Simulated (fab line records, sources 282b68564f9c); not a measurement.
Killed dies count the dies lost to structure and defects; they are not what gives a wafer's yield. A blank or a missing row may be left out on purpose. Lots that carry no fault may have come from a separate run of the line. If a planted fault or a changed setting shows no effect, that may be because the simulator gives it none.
fab line records | flow ritCmos
[record] lots = 6 | wafers = 18 | lastDay = 7
route steps=202 shown GATE@77 FOX2@80
lots that met no fault: taken from a fault-free run of the same line
startH: the number of hours between the record's first day and the start of the first shown wafer of the lot | waitH: time in hours since the lot's previous step | " identical to the entry in the row above | L1.1+2: one row covering several wafers at once | - no value present, or no start provided | * or withheld: withheld | < > ~ a bound
route shown NAME@n: names a module that has steps shown in the file, with the first one's number in the route | usual: mean/standard deviation of fault-free wafers | same: alike in all rows | chamber/n: place in a boat | sites: per-site readings | _std_site: how widely they spread, as a standard deviation | _edge_site: mean of outer sites minus mean of inner sites | radiusMm: for every site, how far away it sits from the centre of the wafer | mask NAME#n: copy n | behind: tool/chamber where the wafer was last shaped | hold: what put the lot on hold/how long, in hours/how the hold closed | device: the transistor (n, p or np) that didn't switch | end of line: tests run on the same wafers once the route is complete | a step without rows: its recipe alone | killed: count of dies lost to structure and defects at first sort (not the wafer's yield) | map: a wafer's dies, marking killed ones x, the rest . and places with no die _
set.NAME: the setting that was run; set.NAME@STEP: the one run at that earlier step | model.NAME: the simulator's own value behind a step, which no gauge read
lots at some steps of the route; a table a step, a row a wafer
services: when a tool's chamber went out of use (startH, in hours from the record's first day, below 0 if earlier), for how many hours, and the reason
[[steps]]
[step RIT_GATE_CLEAN_02]
[recipe] chemistry = dHF | dilution = 50:1 | timeS = 30
[step RIT_GATE_CLEAN_03]
[recipe] chemistry = SC2 | mix = 3:3:50 | timeS = 600 | tempC = 75 | dry = n2Spin
[step RIT_GATE_CLEAN_04]
[recipe] chemistry = dHF | dilution = 50:1 | timeS = 60 | dry = n2Spin
[step RIT_FOX2_THK_MEAS_91]
[recipe] reads = SiO2_of_FOX2_OXIDATION_00
[usual] FIELD_OXIDE_LEFT_2_THK = 257/6.2
lot.wafer | tool         | chamber | startH | waitH | FIELD_OXIDE_LEFT_2_THK[nm]
L704.1    | filmMetro-01 | -       | 52.24  | 0.0   | 255
L704.3    | "            | -       | "      | "     | 250
L704.6    | "            | -       | "      | "     | 258
L710.4    | filmMetro-01 | -       | 82.00  | 0.0   | 261
L710.5    | "            | -       | "      | "     | 256
L710.6    | "            | -       | "      | "     | 258
L714.3    | filmMetro-01 | -       | 103.57 | 0.0   | 253
L714.4    | "            | -       | "      | "     | 256
L714.6    | "            | -       | "      | "     | 247
L715.3    | filmMetro-03 | -       | 107.02 | 0.0   | 255
L715.4    | "            | -       | "      | "     | 256
L715.6    | "            | -       | "      | "     | 253
L718.1    | filmMetro-03 | -       | 122.74 | 0.0   | 260
L718.5    | "            | -       | "      | "     | 259
L718.6    | "            | -       | "      | "     | 258
L721.2    | filmMetro-04 | -       | 137.42 | 0.0   | 250
L721.4    | "            | -       | "      | "     | 247
L721.6    | "            | -       | "      | "     | 254
[step RIT_GATE_OXIDATION_05]
[recipe] tempC = 900 | ambient = O2 | targetThkA = 30 | oxTimeS = 270
[step RIT_GATE_ANNEAL_06]
[recipe] tempC = 900 | timeS = 600 | ambient = N2O
[step RIT_GATE_THK_MEAS_07]
[recipe] reads = SiO2_of_GATE_OXIDATION_05
[usual] GATE_OXIDE_THK = 3.01/0.052
lot.wafer | tool         | chamber | startH | waitH | GATE_OXIDE_THK[nm]
L704.1    | filmMetro-01 | -       | 53.63  | 0.0   | 3.07
L704.3    | "            | -       | "      | "     | 3.07
L704.6    | "            | -       | "      | "     | 3.06
L710.4    | filmMetro-04 | -       | 83.41  | 0.0   | 3.06
L710.5    | "            | -       | "      | "     | 3.09
L710.6    | "            | -       | "      | "     | 3.08
L714.3    | filmMetro-01 | -       | 104.96 | 0.0   | 2.95
L714.4    | "            | -       | "      | "     | 3.01
L714.6    | "            | -       | "      | "     | 2.98
L715.3    | filmMetro-03 | -       | 109.72 | 0.0   | 3.00
L715.4    | "            | -       | "      | "     | 3.07
L715.6    | "            | -       | "      | "     | 2.97
L718.1    | filmMetro-03 | -       | 124.13 | 0.0   | 2.97
L718.5    | "            | -       | "      | "     | 3.00
L718.6    | "            | -       | "      | "     | 2.99
L721.2    | filmMetro-03 | -       | 138.80 | 0.0   | 3.00
L721.4    | "            | -       | "      | "     | 3.01
L721.6    | "            | -       | "      | "     | 3.03
[step RIT_GATE_CVD_08]
[recipe] material = poly-Si | targetThkNm = 250 | tempC = 610 | precursor = SiH4 | timeS = 2220 | pressureMtorr = 300 | sih4FlowSccm = 100
[step RIT_GATE_THK_MEAS_09]
[recipe] reads = poly-Si_of_GATE_CVD_08
[usual] GATE_POLY_THK = 249.3/2.3
lot.wafer | tool         | chamber | startH | waitH | GATE_POLY_THK[nm]
L704.1    | filmMetro-04 | -       | 55.31  | 0.0   | 248.6
L704.3    | "            | -       | "      | "     | 249.3
L704.6    | "            | -       | "      | "     | 250.3
L710.4    | filmMetro-03 | -       | 85.18  | 0.0   | 251.2
L710.5    | "            | -       | "      | "     | 250.7
L710.6    | "            | -       | "      | "     | 251.0
L714.3    | filmMetro-04 | -       | 106.63 | 0.0   | 246.7
L714.4    | "            | -       | "      | "     | 249.1
L714.6    | "            | -       | "      | "     | 248.1
L715.3    | filmMetro-04 | -       | 112.20 | 0.0   | 246.3
L715.4    | "            | -       | "      | "     | 246.7
L715.6    | "            | -       | "      | "     | 248.0
L718.1    | filmMetro-03 | -       | 126.61 | 0.0   | 247.9
L718.5    | "            | -       | "      | "     | 247.3
L718.6    | "            | -       | "      | "     | 245.6
L721.2    | filmMetro-01 | -       | 140.48 | 0.0   | 244.3
L721.4    | "            | -       | "      | "     | 244.2
L721.6    | "            | -       | "      | "     | 246.9
[step RIT_GATE_HMDS_10]
[recipe] primeTimeS = 60 | primeTempC = 140
[step RIT_GATE_COAT_11]
[recipe] resist = NOVOLAK | spinRpm = 4250 | resistThkNm = 850
[step RIT_GATE_SOFTBAKE_12]
[recipe] resist = NOVOLAK | tempC = 90 | timeS = 60
[step RIT_GATE_EXPOSE_13]
[recipe] maskId = M6 | na = 0.6 | sourceShape = conventional | sigmaOuter = 0.6 | targetCdNm = 150 | doseMj = 376.2
[usual] exposureDoseMJCm2 = 379.9/0.37 | focusOffsetNm = 0.0/0.46 | sigmaOuter = 0.6/0
lot.wafer | tool            | chamber | startH | waitH | mask | exposureDoseMJCm2 | focusOffsetNm | sigmaOuter
L704.1    | ilineStepper-01 | 0       | 55.95  | 0.1   | M6#0 | 379.8             | 0.0           | 0.6
L704.3    | "               | 0       | "      | "     | M6#0 | 379.8             | 0.2           | 0.6
L704.6    | "               | 0       | "      | "     | M6#0 | 379.2             | -0.2          | 0.6
L710.4    | ilineStepper-01 | 0       | 85.98  | 0.4   | M6#0 | 380.5             | -0.5          | 0.6
L710.5    | "               | 0       | "      | "     | M6#0 | 380.4             | -0.4          | 0.6
L710.6    | "               | 0       | "      | "     | M6#0 | 380.6             | 0.2           | 0.6
L714.3    | ilineStepper-02 | -       | 107.16 | 0.1   | M6#0 | -                 | -             | -
L714.4    | "               | -       | "      | "     | M6#0 | -                 | -             | -
L714.6    | "               | -       | "      | "     | M6#0 | -                 | -             | -
L715.3    | ilineStepper-01 | -       | 112.86 | 0.2   | M6#0 | -                 | -             | -
L715.4    | "               | -       | "      | "     | M6#0 | -                 | -             | -
L715.6    | "               | -       | "      | "     | M6#0 | -                 | -             | -
L718.1    | ilineStepper-01 | 0       | 127.12 | 0.1   | M6#0 | 379.7             | 1.2           | 0.6
L718.5    | "               | 0       | "      | "     | M6#0 | 380.2             | 0.4           | 0.6
L718.6    | "               | 0       | "      | "     | M6#0 | 379.2             | 0.6           | 0.6
L721.2    | ilineStepper-02 | 0       | 141.00 | 0.1   | M6#0 | 379.8             | -0.3          | 0.6
L721.4    | "               | 0       | "      | "     | M6#0 | 380.0             | -0.5          | 0.6
L721.6    | "               | 0       | "      | "     | M6#0 | 379.8             | -0.1          | 0.6
[step RIT_GATE_PEB_14]
[recipe] resist = NOVOLAK | tempC = withheld | timeS = withheld
[[services]]
tool            | chamber | startH | hours | kind
ilineStepper-02 | 0       | 49.73  | -     | calibration
ilineStepper-01 | -       | 80.77  | 4.4   | pm
ilineStepper-02 | -       | 83.29  | 5.9   | repair
[[key]]
[firstSign] step = RIT_GATE_EXPOSE_13 | reading = toolRecord | direction = missing
effect none on later readings
metAt RIT_GATE_EXPOSE_13
struckWafers L714.3,L714.4,L714.6,L715.3,L715.4,L715.6
laterRowsLeftOut L714.3,L714.4,L714.6,L715.3,L715.4,L715.6
sortLeftOut L714.3,L714.4,L714.6,L715.3,L715.4,L715.6
testerLeftOut L714,L715
onsetBetween 85.98 107.16
[fault] kind = skippedStepWhole | tool = ilineStepper-01,ilineStepper-02 | chamber = - | onsetH = 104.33 | steps = RIT_GATE_EXPOSE_13 | scope = struckLotsOnly
// testerLeftOut: of these lots the tester's yield and bins aren't shown, on N5 and GAA mostly nor the transistor test; their killed dies are dies lost to structure and defects alone, not to doping, threshold or leakage, so they don't give the yield
// sortLeftOut: the simulated sort isn't trusted on such a fault, so these wafers' sort isn't shown, and their yield isn't known
// laterRowsLeftOut: the simulator's readings of these wafers behind a module that went badly wrong aren't trusted and aren't shown, but for the sort
